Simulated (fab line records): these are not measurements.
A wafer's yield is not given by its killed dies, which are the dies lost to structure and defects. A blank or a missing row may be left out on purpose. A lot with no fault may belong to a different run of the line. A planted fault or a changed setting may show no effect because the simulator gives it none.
Problem report, 8D (eight disciplines) form, completed by code ; flow berkeley_cmos170 ; the parts of the form that need people (team, actions taken, sign-off) are left out

## 1. PROBLEM STATEMENT
Wafers without a fault read 495.1 W, standard deviation 1.9; rf_fwd_power_W at UCB170_M3_ETCH_17 reads a mean of 575.2 W on 5 wafers belonging to 2 lots. Relative to the usual mean, that is a shift of +42 standard deviations.
The step: etches BARC in N2/H2.
Earliest sighting: wafer L310.3 on rie_diel-01 at day 10 01:44. Wafers with a number at this step in the record: 41, from 14 lots. The rule behind "out" and "out of limits": a value lying over 4 standard deviations away from the usual mean. Any other wafer with a number is counted as sound.

## 2. WHAT IT IS AND WHAT IT IS NOT
question;is;is not
which readings at this step;rf_fwd_power_W;drypump_motor_current_A, throttle_valve_pct
which lots;L310, L316;L307, L309, L311, L312, L320, L323, L324, L325, L327, L328, L329, L330
which wafers of those lots;all that have a number;-
read on which tools;rie_diel-01;rie_diel-03, rie_diel-04
when;from day 10 01:44;"up to then (12 sound wafers); but 24 sound wafers of L320, L323, L324, L325, L327, L328, L329, L330 came after"

## 3. THE SUSPECTS, EACH WITH WHAT RULES IT OUT
Counting: a tool at a process step up to the reading stays a suspect if it ran every lot that is out and no sound lot after the first of them.
- rie_diel-01 at UCB170_M3_ETCH_17 (etches BARC in N2/H2): kept. Every lot that is out went through it, starting with L310 (day 10 01:44), and after that it ran no sound lot; the last sound lot it ran before then is L311 (day 10 00:07). On those wafers its own readings are out: rf_fwd_power_W.
Left after counting: rie_diel-01 at UCB170_M3_ETCH_17.

## 4. THE CAUSE (what the simulator had put in)
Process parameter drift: rie_diel-01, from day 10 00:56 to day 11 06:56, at UCB170_M3_ETCH_17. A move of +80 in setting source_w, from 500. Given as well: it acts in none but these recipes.
This tool alone remained once counting was done.

## 5. THE CHAIN OF EFFECTS, in route order
Each row: a reading where the mean over the struck wafers with a number is more than 3 standard deviations away from the usual. Only readings for which the record gives a usual standard deviation are gone through. hours: the time from each lot's start at the first step in this table that gives one to its start at this step, as a median over the lots. sigmas: the change in usual standard deviations.
hours;step;reading;usual;on struck wafers;change;sigmas
0;UCB170_M3_ETCH_17;oes_product_au;1.014 a.u.;1.096;+0.082;+4.1
0;UCB170_M3_ETCH_17;rf_fwd_power_W;495.1 W;575.2;+80.1;+42
It contains these process steps:
- UCB170_M3_ETCH_17: etches BARC in N2/H2.
At these later measuring or inspecting steps, every struck wafer for which the step has a row has a number for every such reading, and none has moved that far: UCB170_M3_BOW_MEAS_20.

## 6. HOW IT WOULD HAVE BEEN CAUGHT EARLIER
In this record the first reading out of limits was taken at day 10 01:44, 1 hour after the fault began at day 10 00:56.
